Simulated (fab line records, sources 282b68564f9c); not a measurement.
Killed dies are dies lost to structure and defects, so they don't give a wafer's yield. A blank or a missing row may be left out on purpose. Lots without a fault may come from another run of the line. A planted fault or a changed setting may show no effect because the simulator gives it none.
A struck lot beside a sound one | flow rit_cmos | 15 steps out of a route of 202
Sound: wafers L320.1, L320.2, L320.6. Struck: wafers L324.2, L324.3, L324.4. The cause comes at the end.
At each step with rows: each side's tool, then ch and its chambers, then its first start. Under that, the readings that differ: sound wafers | struck wafers | difference of the means | sigmas: that difference in standard deviations of wafers without a fault.
alike: readings whose means differ by less than 2 such deviations, and words and numbers that are the same on both sides. not compared: withheld readings, readings that some wafer has no value for, bounds like >300 that may hide the same value, and numbers for which the record gives no deviation and whose values overlap.
The two part at a step that has a row with sigmas, a row that says differs or no value, or rows on one side only. Numbers that don't overlap but have no deviation are shown without sigmas and don't part them. A reading that every wafer of one side lacks parts them only if that side has two wafers or more.

RIT_SILICIDE_RTA_06: time 10 s, ramp up 5 s, ramp down 10 s.
  sound on rtp_anneal-01 ch 0, day 4 12:51; struck on rtp_anneal-01 ch 0, day 5 09:14
  alike: anneal_temp_c_max, wafer_temp_C_max
RIT_CONTACT_CVD_00: deposits SiO2 from TEOS, target thk 400 nm, time 61 s.
  sound on pecvd-02 ch 0,1,2, day 4 12:55; struck on pecvd-01 ch 0,1,2, day 5 09:17
  alike: heater_power_w
RIT_CONTACT_THK_MEAS_01:
  sound on film_metro-02, day 4 12:58; struck on film_metro-03, day 5 09:20
  alike: CONTACT_TEOS_THK
then, 6 steps without rows for these wafers: RIT_CONTACT_HMDS_02 (prime time 60 s); RIT_CONTACT_COAT_03 (resist thk 1000 nm); RIT_CONTACT_SOFTBAKE_04 (time 60 s); RIT_CONTACT_EXPOSE_05 (exposes mask M11, target cd 1000 nm); RIT_CONTACT_PEB_06; RIT_CONTACT_DEVELOP_07 (develop time 120 s).
RIT_CONTACT_CD_MEAS_08: target cd 1000 nm.
  sound on cd_sem-01, day 4 14:07; struck on cd_sem-01, day 5 10:23
  alike: cd_nm
RIT_CONTACT_OVL_MEAS_09:
  sound on overlay-02, day 4 14:14; struck on overlay-01, day 5 10:29
  alike: CONTACT_OVL
then, 1 step without rows for these wafers: RIT_CONTACT_HARDBAKE_10 (time 60 s).
RIT_CONTACT_ETCH_11: etches SiO2 in CHF3/CF4/Ar, stops on TiSi2, target depth 480 nm, time 320 s.
  sound on rie_diel-04 ch 0,3, day 4 14:38; struck on rie_diel-04 ch 0,2,3, day 5 10:40
  reading                                      | sound             | struck            | difference | sigmas
  run_length_s (s)                             | 348.5 347.8 348.1 | 476.3 475.7 476.8 | +128.1     | +99 or more
  model.NOVOLAK_of_CONTACT_COAT_03.thk_nm (nm) | 768.2 768.2 769.1 | 723.5 725.5 723.1 | -44.5      |
  alike: drypump_motor_current_A, oes_product_au, throttle_valve_pct
  not compared: rf_hours_counter_h
RIT_CONTACT_STRIP_12: strips in O2, time 180 s.
  sound on plasma_asher-02 ch 0,1, day 4 14:49; struck on plasma_asher-03 ch 0,1, day 5 10:52
  alike: drypump_motor_current_A, o2_flow_sccm, rf_refl_power_W
  not compared: rf_hours_counter_h
RIT_M1_PROBE_99:
  sound on prober-02, day 4 19:44; struck on prober-02, day 5 15:37
  reading                                                 | sound                | struck               | difference | sigmas
  model.etest.nmos_0p15.junction_log10_a_um               | -13.73 -13.65 -13.62 | -11.14 -11.15 -11.21 | +2.50      |
  model.etest.nmos_narrow.off_log10_a_um                  | -13.16 -13.25 -13.3  | -11.14 -11.15 -11.2  | +2.07      |
  model.etest.gate_end_array.leak_log10_a_um              | -12.78 -12.71 -12.76 | -10.97 -11.07 -10.97 | +1.75      |
  model.etest.nmos_0p3.off_log10_a_um                     | -13 -12.96 -13.02    | -11.14 -11.15 -11.2  | +1.83      |
  model.etest.contact_diode_array.leak_log10_a (angstrom) | -9.22 -9.346 -9.522  | -7.939 -7.977 -7.906 | +1.422     |
  model.etest.pmos_0p15.junction_log10_a_um               | -13.82 -13.78 -13.74 | -12.13 -12.15 -12.2  | +1.62      |
  model.etest.antenna_contact.gate_log10_a_cm2            | -5.861 -6.06 -6.212  | -5.282 -5.401 -5.482 | +0.656     |
  model.etest.select_edge_diode_n.leak_log10_a (angstrom) | -9.755 -9.584 -9.607 | -9.076 -8.947 -9.012 | +0.637     |
  alike: killed_at_front_end, killed_dies, killed_open, killed_short

WHERE THEY PART
Only at RIT_CONTACT_ETCH_11, within this record. Later steps at which nothing parts them and some readings are alike: RIT_CONTACT_STRIP_12, RIT_M1_PROBE_99.

WHY: what the simulator had put in
Process parameter drift: rie_diel-04, from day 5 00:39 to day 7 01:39, at RIT_CONTACT_ETCH_11. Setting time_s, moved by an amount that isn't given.
